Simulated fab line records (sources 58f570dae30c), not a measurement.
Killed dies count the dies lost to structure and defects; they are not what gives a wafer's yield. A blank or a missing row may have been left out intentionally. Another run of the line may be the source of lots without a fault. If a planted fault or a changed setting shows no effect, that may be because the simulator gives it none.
fab line records    flow berkeley_cmos170    part 1 of 2: steps 1 to 40 of 44
record lots=6  wafers=18  last_day=13
route steps=331 shown CONTACT@226 M1@238 V1@254 M3@331
lots that met no fault: taken from a fault-free run of the same line
start_h: start of the lot's first displayed wafer, in hours after the record's first day    wait_h: hours since the lot's step before    " unchanged from the row above    L1.1+2: a single row standing in for several wafers    - no value present, or no start provided    * or withheld: withheld    < > ~ a bound
route shown NAME@n: names a module that has steps shown in the file, with the first one's number in the route    usual: mean/standard deviation of fault-free wafers    same: alike in all rows    chamber/n: place in a boat    sites: per-site readings    _std_site: the values' standard deviation    _edge_site: inner sites' mean taken away from outer sites' mean    radius_mm: how far each site lies from the wafer's centre    mask NAME#n: copy n    behind: the tool/chamber that last shaped the wafer    hold: what put the lot on hold/how long, in hours/how the hold closed    device: which transistor (n, p or np) failed to switch    end of line: the route-end tests of the same wafers    step lacking rows: just its recipe    killed: dies lost to structure and defects at the first sort, not the wafer's yield    map: per-die view of a wafer (x killed, . not killed, _ where there is no die)
set.NAME: the setting that was run; set.NAME@STEP: the one run at that earlier step    model.NAME: the simulator's own value behind a step, which no gauge read
certain route steps with their lots: each step a table, each wafer a row
services: when a tool's chamber went out of use (start_h, in hours from the record's first day, below 0 if earlier), for how many hours, and the reason
## steps
# step UCB170_CONTACT_COAT_10
# recipe resist=KrF  spin_rpm=1500  resist_thk_nm=900
# step UCB170_CONTACT_SOFTBAKE_11
# recipe resist=KrF  temp_c=130  time_s=60
# step UCB170_CONTACT_EXPOSE_12
# recipe mask_id=CONT  target_cd_nm=700  na=0.5  sigma_outer=0.6  source_shape=conventional  dose_mj=35
# step UCB170_CONTACT_PEB_13
# recipe peb_temp_c=131.1  peb_time_s=withheld  resist=KrF
# step UCB170_CONTACT_DEVELOP_14
# recipe developer=TMAH  develop_time_s=45  resist=KrF  dev_temp_c=21
# step UCB170_CONTACT_CD_MEAS_15
# recipe target_cd_nm=700
# usual cd_nm=700.5/1.3
lot.wafer  tool       chamber  start_h  wait_h  cd_nm
L241.1     cd_sem-02  -        171.96   -       701.0
L241.3     "          -        "        "       701.2
L241.6     "          -        "        "       700.7
L243.2     cd_sem-01  -        187.98   -       700.3
L243.4     "          -        "        "       700.2
L243.6     "          -        "        "       699.9
L258.1     cd_sem-02  -        265.86   -       700.4
L258.3     "          -        "        "       702.9
L258.5     "          -        "        "       702.3
L257.1     cd_sem-01  -        266.34   -       699.8
L257.4     "          -        "        "       699.9
L257.6     "          -        "        "       700.4
L261.1     cd_sem-02  -        284.67   -       697.8
L261.4     "          -        "        "       698.9
L261.5     "          -        "        "       698.5
L263.1     cd_sem-02  -        295.88   -       700.2
L263.3     "          -        "        "       699.2
L263.4     "          -        "        "       701.1
# step UCB170_CONTACT_OVL_MEAS_16
# usual CONTACT_OVL=0/5.2
lot.wafer  tool        chamber  start_h  wait_h  CONTACT_OVL[nm]
L241.1     overlay-02  -        172.08   0.1     -8
L241.3     "           -        "        "       -6
L241.6     "           -        "        "       -8
L243.2     overlay-02  -        188.09   0.1     8
L243.4     "           -        "        "       -2
L243.6     "           -        "        "       6
L258.1     overlay-01  -        265.98   0.1     -2
L258.3     "           -        "        "       -2
L258.5     "           -        "        "       -2
L257.1     overlay-02  -        266.46   0.1     5
L257.4     "           -        "        "       -4
L257.6     "           -        "        "       1
L261.1     overlay-02  -        284.79   0.1     3
L261.4     "           -        "        "       -3
L261.5     "           -        "        "       0
L263.1     overlay-02  -        296.00   0.1     -5
L263.3     "           -        "        "       -3
L263.4     "           -        "        "       -5
# step UCB170_CONTACT_ETCH_17
# recipe chemistry=N2/H2  target_depth_a=withheld  overetch_a=withheld  target=BARC  time_s=withheld  source_w=500  bias_w=100  pressure_mtorr=30  n2_flow_sccm=100  h2_flow_sccm=200
# usual drypump_motor_current_A=5.5/0.4  oes_product_au=0.997/0.018  throttle_valve_pct=13.24/0.19
lot.wafer  tool         chamber  start_h  wait_h  drypump_motor_current_A  oes_product_au  throttle_valve_pct
L241.1     rie_diel-02  1        172.12   0.0     5.7                      0.987           13.14
L241.3     "            0        "        "       5.8                      0.975           13.21
L241.6     "            1        "        "       5.7                      0.985           13.17
L243.2     rie_diel-02  3        188.12   0.0     4.8                      0.998           13.42
L243.4     "            1        "        "       5.7                      0.994           13.14
L243.6     "            1        "        "       5.7                      0.996           13.14
L258.1     rie_diel-01  0        266.01   0.0     5.4                      0.979           13.21
L258.3     "            1        "        "       5.1                      0.989           13.33
L258.5     "            0        "        "       5.4                      0.970           13.23
L257.1     rie_diel-01  1        266.50   0.0     5.1                      0.986           13.33
L257.4     "            1        "        "       5.1                      0.988           13.32
L257.6     "            3        "        "       5.1                      0.990           13.22
L261.1     rie_diel-01  0        284.82   0.0     5.4                      0.976           13.21
L261.4     "            3        "        "       5.0                      1.011           13.22
L261.5     "            2        "        "       5.8                      1.016           13.15
L263.1     rie_diel-02  1        296.03   0.0     5.7                      1.008           13.15
L263.3     "            3        "        "       4.9                      1.003           13.42
L263.4     "            0        "        "       5.8                      0.981           13.20
# step UCB170_CONTACT_ETCH_18
# recipe chemistry=CHF3/CF4/Ar  target=PSG  stop_on=TiSi2  CHF3_flow_sccm=45  cf4_flow_sccm=15  Ar_flow_sccm=150  pressure_mtorr=200  rf_w=700  target_depth_a=8400  over_etch_frac=0.2  time_s=195
# usual drypump_motor_current_A=5.5/0.41  oes_product_au=0.896/0.014  throttle_valve_pct=6.91/0.11
lot.wafer  tool         chamber  start_h  wait_h  drypump_motor_current_A  oes_product_au  rf_hours_counter_h  throttle_valve_pct
L241.1     rie_diel-02  1        -        -       5.7                      0.894           38                  6.87
L241.3     "            0        "        "       5.8                      0.898           9                   6.95
L241.6     "            1        "        "       5.7                      0.901           -                   6.87
L243.2     rie_diel-02  3        -        -       4.9                      0.910           89                  6.96
L243.4     "            1        "        "       5.7                      0.907           39                  6.88
L243.6     "            1        "        "       5.7                      0.908           -                   6.88
L258.1     rie_diel-01  0        -        -       5.4                      0.891           81                  6.88
L258.3     "            1        "        "       5.1                      0.878           22                  6.94
L258.5     "            0        "        "       5.4                      0.891           -                   6.90
L257.1     rie_diel-01  1        -        -       5.1                      0.881           22                  6.93
L257.4     "            1        "        "       5.1                      0.890           -                   6.94
L257.6     "            3        "        "       5.1                      0.883           -                   6.93
L261.1     rie_diel-01  0        -        -       5.4                      0.891           82                  6.90
L261.4     "            3        "        "       5.1                      0.888           128                 6.94
L261.5     "            2        "        "       5.8                      0.896           -                   6.88
L263.1     rie_diel-02  1        -        -       5.7                      0.897           45                  6.86
L263.3     "            3        "        "       4.8                      0.911           94                  6.95
L263.4     "            0        "        "       5.7                      0.892           15                  6.93
# step UCB170_CONTACT_STRIP_19
# recipe chemistry=O2  power_w=400  pressure_mtorr=3500  platen_temp_c=withheld  o2_flow_sccm=400  overash_fraction=0.5
# step UCB170_CONTACT_CD_MEAS_90
# recipe target_cd_nm=700
# usual cd_nm=700.5/1.4
lot.wafer  tool       chamber  start_h  wait_h  cd_nm
L241.1     cd_sem-02  -        172.39   0.1     701.6
L241.3     "          -        "        "       700.8
L241.6     "          -        "        "       700.9
L243.2     cd_sem-01  -        188.40   0.1     699.6
L243.4     "          -        "        "       700.7
L243.6     "          -        "        "       700.3
L258.1     cd_sem-02  -        266.28   0.1     700.3
L258.3     "          -        "        "       703.7
L258.5     "          -        "        "       701.8
L257.1     cd_sem-01  -        266.77   0.1     700.9
L257.4     "          -        "        "       700.7
L257.6     "          -        "        "       700.6
L261.1     cd_sem-02  -        285.09   0.1     696.7
L261.4     "          -        "        "       698.1
L261.5     "          -        "        "       698.5
L263.1     cd_sem-02  -        296.30   0.1     701.0
L263.3     "          -        "        "       697.9
L263.4     "          -        "        "       701.1
# step UCB170_CONTACT_CLEAN_20
# recipe chemistry=SPM  temp_c=120  time_s=600
# step UCB170_M1_SPUTTER_00
# recipe material=Al  target_thk_nm=600  time_s=80  power_w=6000  chamber_pressure_pa=0.5
# usual cathode_dc_power_W=6000.2/1.3  throttle_valve_pct=30.0/0.94
lot.wafer  tool            chamber  start_h  wait_h  cathode_dc_power_W  throttle_valve_pct  model.Al_of_M1_SPUTTER_00.thk_nm
L241.1     pvd_sputter-02  -        172.68   0.0     6000.2              29.0                608.9
L241.3     "               -        "        "       5999.6              30.4                605.8
L241.6     "               -        "        "       6002.0              30.1                606.3
L243.2     pvd_sputter-04  -        188.68   0.0     5997.0              29.3                588
L243.4     "               -        "        "       6000.0              28.8                594.5
L243.6     "               -        "        "       6001.6              28.9                590.4
L258.1     pvd_sputter-04  -        266.57   0.0     5998.9              29.2                603.3
L258.3     "               -        "        "       5999.5              29.4                606.6
L258.5     "               -        "        "       5999.0              29.0                598.9
L257.1     pvd_sputter-02  -        267.08   0.0     6001.4              30.3                522.2
L257.4     "               -        "        "       6000.6              29.5                526.4
L257.6     "               -        "        "       6001.5              29.2                525.6
L261.1     pvd_sputter-02  -        285.39   0.0     6000.4              30.3                515.5
L261.4     "               -        "        "       6001.1              29.1                527.1
L261.5     "               -        "        "       6000.7              30.2                516.8
L263.1     pvd_sputter-03  -        296.59   0.0     5999.1              29.6                593.8
L263.3     "               -        "        "       6000.1              29.5                596.7
L263.4     "               -        "        "       6000.0              30.5                596.9
# step UCB170_M1_RS_MEAS_01
# recipe thk_meas_gauge=four-point-probe  reads=Al_of_M1_SPUTTER_00
# usual M1_AL_RS=0.0486/0.00063
lot.wafer  tool           chamber  start_h  wait_h  M1_AL_RS[ohm/sq]
L241.1     film_metro-03  -        172.74   0.0     0.0477
L241.3     "              -        "        "       0.0481
L241.6     "              -        "        "       0.0480
L243.2     film_metro-01  -        188.76   0.1     0.0495
L243.4     "              -        "        "       0.0489
L243.6     "              -        "        "       0.0495
L258.1     film_metro-04  -        266.64   0.0     0.0483
L258.3     "              -        "        "       0.0481
L258.5     "              -        "        "       0.0487
L257.1     film_metro-04  -        267.14   0.0     0.0560
L257.4     "              -        "        "       0.0554
L257.6     "              -        "        "       0.0554
L261.1     film_metro-03  -        285.45   0.0     0.0566
L261.4     "              -        "        "       0.0553
L261.5     "              -        "        "       0.0565
L263.1     film_metro-04  -        296.69   0.1     0.0491
L263.3     "              -        "        "       0.0488
L263.4     "              -        "        "       0.0488
# step UCB170_M1_THK_MEAS_02
# recipe thk_meas_gauge=xrf  reads=Al_of_M1_SPUTTER_00
# usual M1_AL_THK=585/7.7
lot.wafer  tool           chamber  start_h  wait_h  M1_AL_THK[nm]
L241.1     film_metro-03  -        172.86   0.1     591
L241.3     "              -        "        "       588
L241.6     "              -        "        "       587
L243.2     film_metro-01  -        188.87   0.1     579
L243.4     "              -        "        "       584
L243.6     "              -        "        "       580
L258.1     film_metro-04  -        266.76   0.1     584
L258.3     "              -        "        "       588
L258.5     "              -        "        "       582
L257.1     film_metro-04  -        267.26   0.1     511
L257.4     "              -        "        "       519
L257.6     "              -        "        "       515
L261.1     film_metro-03  -        285.57   0.1     502
L261.4     "              -        "        "       515
L261.5     "              -        "        "       503
L263.1     film_metro-04  -        296.81   0.1     579
L263.3     "              -        "        "       580
L263.4     "              -        "        "       585
# step UCB170_M1_COAT_03
# recipe resist=BARC  temp_c=withheld  time_s=withheld  spin_rpm=3000  resist_thk_nm=withheld
# step UCB170_M1_COAT_04
# recipe resist=KrF  spin_rpm=1500  resist_thk_nm=900
# step UCB170_M1_SOFTBAKE_05
# recipe resist=KrF  temp_c=130  time_s=60
# step UCB170_M1_EXPOSE_06
# recipe mask_id=METAL1  target_cd_nm=700  na=0.5  sigma_outer=0.6  source_shape=conventional  dose_mj=21
# step UCB170_M1_PEB_07
# recipe peb_temp_c=130  peb_time_s=withheld  resist=KrF
# step UCB170_M1_DEVELOP_08
# recipe developer=TMAH  develop_time_s=45  resist=KrF  dev_temp_c=21
# step UCB170_M1_CD_MEAS_09
# recipe target_cd_nm=700
# usual cd_nm=699.8/1.2
lot.wafer  tool       chamber  start_h  wait_h  cd_nm
L241.1     cd_sem-02  -        174.31   -       701.3
L241.3     "          -        "        "       700.7
L241.6     "          -        "        "       701.9
L243.2     cd_sem-01  -        189.84   -       702.6
L243.4     "          -        "        "       701.4
L243.6     "          -        "        "       700.5
L258.1     cd_sem-01  -        268.34   -       697.8
L258.3     "          -        "        "       697.7
L258.5     "          -        "        "       698.5
L257.1     cd_sem-01  -        268.90   -       700.3
L257.4     "          -        "        "       699.3
L257.6     "          -        "        "       699.3
L261.1     cd_sem-01  -        286.94   -       699.5
L261.4     "          -        "        "       699.8
L261.5     "          -        "        "       700.5
L263.1     cd_sem-02  -        298.68   -       698.4
L263.3     "          -        "        "       699.8
L263.4     "          -        "        "       700.0
# step UCB170_M1_OVL_MEAS_10
# usual M1_OVL=2/6.3
lot.wafer  tool        chamber  start_h  wait_h  M1_OVL[nm]
L241.1     overlay-01  -        174.43   0.1     2
L241.3     "           -        "        "       -2
L241.6     "           -        "        "       6
L243.2     overlay-01  -        189.95   0.1     9
L243.4     "           -        "        "       6
L243.6     "           -        "        "       1
L258.1     overlay-01  -        268.46   0.1     15
L258.3     "           -        "        "       14
L258.5     "           -        "        "       15
L257.1     overlay-01  -        269.02   0.1     3
L257.4     "           -        "        "       3
L257.6     "           -        "        "       9
L261.1     overlay-02  -        287.06   0.1     5
L261.4     "           -        "        "       15
L261.5     "           -        "        "       0
L263.1     overlay-01  -        298.80   0.1     -6
L263.3     "           -        "        "       5
L263.4     "           -        "        "       4
# step UCB170_M1_ETCH_11
# recipe chemistry=N2/H2  target_depth_a=withheld  overetch_a=withheld  target=BARC  time_s=withheld  source_w=500  bias_w=100  pressure_mtorr=29.54  n2_flow_sccm=100  h2_flow_sccm=200
# step UCB170_M1_METAL_ETCH_12
# recipe chemistry=Cl2/BCl3  target=Al  stop_on=PSG  pressure_mtorr=12  target_depth_a=7800  over_etch_frac=0.3  time_s=130  icp_w=600  bias_w=120  Cl2_flow_sccm=90  bcl3_flow_sccm=45
# usual drypump_motor_current_A=5.58/0.23  oes_product_au=0.856/0.017  throttle_valve_pct=24.32/0.14
lot.wafer  tool          chamber  start_h  wait_h  drypump_motor_current_A  oes_product_au  rf_hours_counter_h  throttle_valve_pct
L241.1     rie_metal-04  0        174.51   -       5.71                     0.878           11                  24.30
L241.3     "             0        "        "       5.71                     0.879           -                   24.30
L241.6     "             1        "        "       5.89                     0.860           -                   24.51
L243.2     rie_metal-02  1        190.07   -       5.73                     0.839           -                   24.33
L243.4     "             1        "        "       5.73                     0.841           -                   24.33
L243.6     "             1        "        "       5.76                     0.833           -                   24.31
L258.1     rie_metal-03  1        268.54   -       5.33                     0.848           13                  24.17
L258.3     "             1        "        "       5.35                     0.840           -                   24.18
L258.5     "             1        "        "       5.33                     0.834           -                   24.19
L257.1     rie_metal-04  1        269.09   -       5.90                     0.790           11                  24.56
L257.4     "             1        "        "       5.90                     0.795           -                   24.56
L257.6     "             1        "        "       5.90                     0.797           -                   24.56
L261.1     rie_metal-04  0        287.14   -       5.74                     0.805           15                  24.36
L261.4     "             1        "        "       5.92                     0.804           -                   24.56
L261.5     "             0        "        "       5.72                     0.806           -                   24.34
L263.1     rie_metal-03  0        298.87   -       5.26                     0.860           8                   24.16
L263.3     "             1        "        "       5.35                     0.828           -                   24.18
L263.4     "             0        "        "       5.28                     0.882           -                   24.12
# step UCB170_M1_STRIP_13
# recipe chemistry=O2  power_w=400  pressure_mtorr=3500  platen_temp_c=withheld  o2_flow_sccm=400  overash_fraction=0.5
# usual drypump_motor_current_A=5.9/0.54  oes_product_au=0.720/0.0047
lot.wafer  tool             chamber  start_h  wait_h  drypump_motor_current_A  oes_product_au  rf_hours_counter_h
L241.1     plasma_asher-01  1        174.64   0.1     5.6                      0.718           46
L241.3     "                1        "        "       5.6                      0.729           -
L241.6     "                1        "        "       5.6                      0.716           -
L243.2     plasma_asher-01  0        190.29   0.2     5.0                      0.723           47
L243.4     "                1        "        "       5.6                      0.716           -
L243.6     "                1        "        "       5.6                      0.716           -
L258.1     plasma_asher-01  1        268.68   0.1     5.6                      0.727           55
L258.3     "                0        "        "       5.0                      0.715           -
L258.5     "                1        "        "       5.6                      0.731           -
L257.1     plasma_asher-04  1        269.23   0.1     5.5                      0.722           17
L257.4     "                1        "        "       5.5                      0.723           -
L257.6     "                1        "        "       5.5                      0.711           -
L261.1     plasma_asher-02  1        287.27   0.1     6.1                      0.727           57
L261.4     "                0        "        "       6.7                      0.722           -
L261.5     "                0        "        "       6.7                      0.721           -
L263.1     plasma_asher-02  1        299.01   0.1     6.1                      0.717           58
L263.3     "                0        "        "       6.8                      0.713           -
L263.4     "                1        "        "       6.0                      0.715           -
# step UCB170_M1_CD_MEAS_90
# recipe target_cd_nm=700
# usual cd_nm=700.0/2.1
lot.wafer  tool       chamber  start_h  wait_h  cd_nm
L241.1     cd_sem-01  -        174.74   0.1     702.2
L241.3     "          -        "        "       702.9
L241.6     "          -        "        "       703.2
L243.2     cd_sem-01  -        190.42   0.1     700.2
L243.4     "          -        "        "       700.6
L243.6     "          -        "        "       701.2
L258.1     cd_sem-01  -        268.78   0.1     701.5
L258.3     "          -        "        "       699.4
L258.5     "          -        "        "       701.0
L257.1     cd_sem-02  -        269.33   0.1     701.6
L257.4     "          -        "        "       701.8
L257.6     "          -        "        "       700.8
L261.1     cd_sem-02  -        287.37   0.1     702.8
L261.4     "          -        "        "       702.4
L261.5     "          -        "        "       701.2
L263.1     cd_sem-02  -        299.44   0.4     695.9
L263.3     "          -        "        "       699.2
L263.4     "          -        "        "       698.3
# step UCB170_M1_ANNEAL_14
# recipe temp_c=400  time_s=1200  ambient=forming_gas
# step UCB170_V1_CVD_00
# recipe material=SiO2  target_thk_nm=2000  temp_c=390  precursor=TEOS/O2  time_s=250  rf_w=550  pressure_mtorr=9000
# usual heater_power_w=274/67
lot.wafer  tool      chamber  start_h  wait_h  heater_power_w
L241.1     pecvd-03  1        177.40   0.0     259
L241.3     "         0        "        "       295
L241.6     "         2        "        "       316
L243.2     pecvd-03  0        191.85   0.0     288
L243.4     "         0        "        "       212
L243.6     "         2        "        "       405
L258.1     pecvd-03  1        270.23   0.0     235
L258.3     "         2        "        "       373
L258.5     "         0        "        "       218
L257.1     pecvd-02  0        271.56   0.0     224
L257.4     "         0        "        "       278
L257.6     "         1        "        "       191
L261.1     pecvd-03  2        289.16   0.0     384
L261.4     "         0        "        "       302
L261.5     "         2        "        "       316
L263.1     pecvd-04  1        301.62   0.0     219
L263.3     "         2        "        "       253
L263.4     "         2        "        "       175
# step UCB170_V1_THK_MEAS_01
# recipe reads=SiO2_of_V1_CVD_00
# usual V1_TEOS_THK=1998/29
lot.wafer  tool           chamber  start_h  wait_h  V1_TEOS_THK[nm]
L241.1     film_metro-03  -        177.55   0.1     2000
L241.3     "              -        "        "       1979
L241.6     "              -        "        "       2027
L243.2     film_metro-04  -        192.02   0.1     1996
L243.4     "              -        "        "       2011
L243.6     "              -        "        "       2037
L258.1     film_metro-03  -        270.38   0.1     2005
L258.3     "              -        "        "       2021
L258.5     "              -        "        "       1998
L257.1     film_metro-04  -        271.72   0.1     1924
L257.4     "              -        "        "       1966
L257.6     "              -        "        "       1991
L261.1     film_metro-04  -        289.46   0.2     1991
L261.4     "              -        "        "       1978
L261.5     "              -        "        "       2023
L263.1     film_metro-04  -        301.77   0.1     1983
L263.3     "              -        "        "       2000
L263.4     "              -        "        "       2056
# step UCB170_V1_CMP_02
# recipe material=SiO2  down_force_psi=6  platen_rpm=60  pad_velocity_m_s=0.75398
# usual motor_current_A=16.3/1.6  retaining_ring_pressure_frac=1.000/0.0047
lot.wafer  tool    chamber  start_h  wait_h  motor_current_A  retaining_ring_pressure_frac
L241.3     cmp-02  2        177.71   0.1     13.3             0.998
L241.1     "       3        "        "       17.4             1.005
L241.6     "       0        "        "       15.1             1.002
L243.2     cmp-01  1        192.07   0.0     17.7             1.002
L243.4     "       2        "        "       17.3             0.997
L243.6     "       2        "        "       17.4             0.995
L258.3     cmp-02  0        270.44   0.0     14.9             0.998
L258.1     "       2        "        "       13.4             1.000
L258.5     "       0        "        "       15.4             0.999
L257.4     cmp-01  0        271.78   0.0     15.5             1.001
L257.1     "       3        "        "       15.9             0.998
L257.6     "       0        "        "       14.8             1.008
L261.1     cmp-02  1        289.57   0.1     18.4             0.992
L261.4     "       2        "        "       13.4             0.994
L261.5     "       1        "        "       18.9             0.994
L263.1     cmp-01  1        301.83   0.1     16.9             0.996
L263.4     "       3        "        "       16.2             1.003
L263.3     "       0        "        "       14.1             1.000
# step UCB170_V1_BOW_MEAS_03
# recipe mode=bow
# usual V1_BOW=21/7.2
lot.wafer  tool           chamber  start_h  wait_h  V1_BOW[um]
L241.1     film_metro-02  -        177.91   0.1     34
L241.3     "              -        "        "       16
L241.6     "              -        "        "       25
L243.2     film_metro-02  -        192.39   0.3     18
L243.4     "              -        "        "       20
L243.6     "              -        "        "       38
L258.1     film_metro-04  -        270.74   0.1     29
L258.3     "              -        "        "       18
L258.5     "              -        "        "       22
L257.1     film_metro-04  -        272.08   0.1     19
L257.4     "              -        "        "       21
L257.6     "              -        "        "       17
L261.1     film_metro-03  -        289.82   0.2     11
L261.4     "              -        "        "       27
L261.5     "              -        "        "       15
L263.1     film_metro-04  -        302.13   0.2     23
L263.3     "              -        "        "       19
L263.4     "              -        "        "       27
# step UCB170_V1_THK_MEAS_04
# recipe reads=SiO2_of_V1_CVD_00
# usual V1_POLISHED_THK=999.7/1.2
lot.wafer  tool           chamber  start_h  wait_h  V1_POLISHED_THK[nm]
L241.1     film_metro-02  -        178.03   0.1     999.2
L241.3     "              -        "        "       1000.6
L241.6     "              -        "        "       999.6
L243.2     film_metro-02  -        192.50   0.1     1000.4
L243.4     "              -        "        "       1000.6
L243.6     "              -        "        "       999.8
L258.1     film_metro-04  -        270.86   0.1     999.9
L258.3     "              -        "        "       999.4
L258.5     "              -        "        "       998.2
L257.1     film_metro-04  -        272.20   0.1     1000.1
L257.4     "              -        "        "       1002.1
L257.6     "              -        "        "       1000.6
L261.1     film_metro-03  -        289.94   0.1     998.6
L261.4     "              -        "        "       1001.3
L261.5     "              -        "        "       998.7
L263.1     film_metro-04  -        302.25   0.1     1001.2
L263.3     "              -        "        "       999.7
L263.4     "              -        "        "       1001.1
# step UCB170_V1_CLEAN_05
# recipe chemistry=DIW
# step UCB170_V1_HMDS_06
# recipe prime_time_s=60  prime_temp_c=100
# step UCB170_V1_COAT_07
# recipe resist=KrF  spin_rpm=1500  resist_thk_nm=900
# step UCB170_V1_SOFTBAKE_08
# recipe resist=KrF  temp_c=130  time_s=60
# step UCB170_V1_EXPOSE_09
# recipe mask_id=VIA1  target_cd_nm=700  na=0.5  sigma_outer=0.6  source_shape=conventional  dose_mj=37
# step UCB170_V1_PEB_10
# recipe peb_temp_c=129.5  peb_time_s=withheld  resist=KrF
# step UCB170_V1_DEVELOP_11
# recipe developer=TMAH  develop_time_s=45  resist=KrF  dev_temp_c=21
## key
first_sign step=UCB170_M1_RS_MEAS_01  reading=M1_AL_RS  direction=up  sigmas=12  usual=0.0486  struck=0.0559
effect step=UCB170_M1_THK_MEAS_02  reading=M1_AL_THK  direction=down  sigmas=9.7  usual=585  struck=511
effect step=UCB170_M1_METAL_ETCH_12  reading=oes_product_au  direction=down  sigmas=3.4  usual=0.856  struck=0.800
model_effect step=UCB170_M1_SPUTTER_00  value=Al_of_M1_SPUTTER_00.thk_nm  without=602.5  struck=522.3
model_effect step=UCB170_V1_ETCH_14  value=Al_of_M1_SPUTTER_00.thk_nm  without=604.7  struck=524.4
model_effect step=UCB170_M3_PROBE_99  value=etest.m1.rs_ohm_sq  without=0.04812  struck=0.05552
met_at UCB170_M1_SPUTTER_00
struck_wafers L257.1,L257.4,L257.6,L261.1,L261.4,L261.5
onset_between 172.68 267.08
also_fits UCB170_CONTACT_ETCH_17:rie_diel-01,UCB170_CONTACT_ETCH_18:rie_diel-01
fault kind=process_parameter_drift  tool=pvd_sputter-02  chamber=-  onset_h=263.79  steps=UCB170_M1_SPUTTER_00  channel=time_s  offset=*  shape=step  end_h=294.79  acts_in=*  stated=*
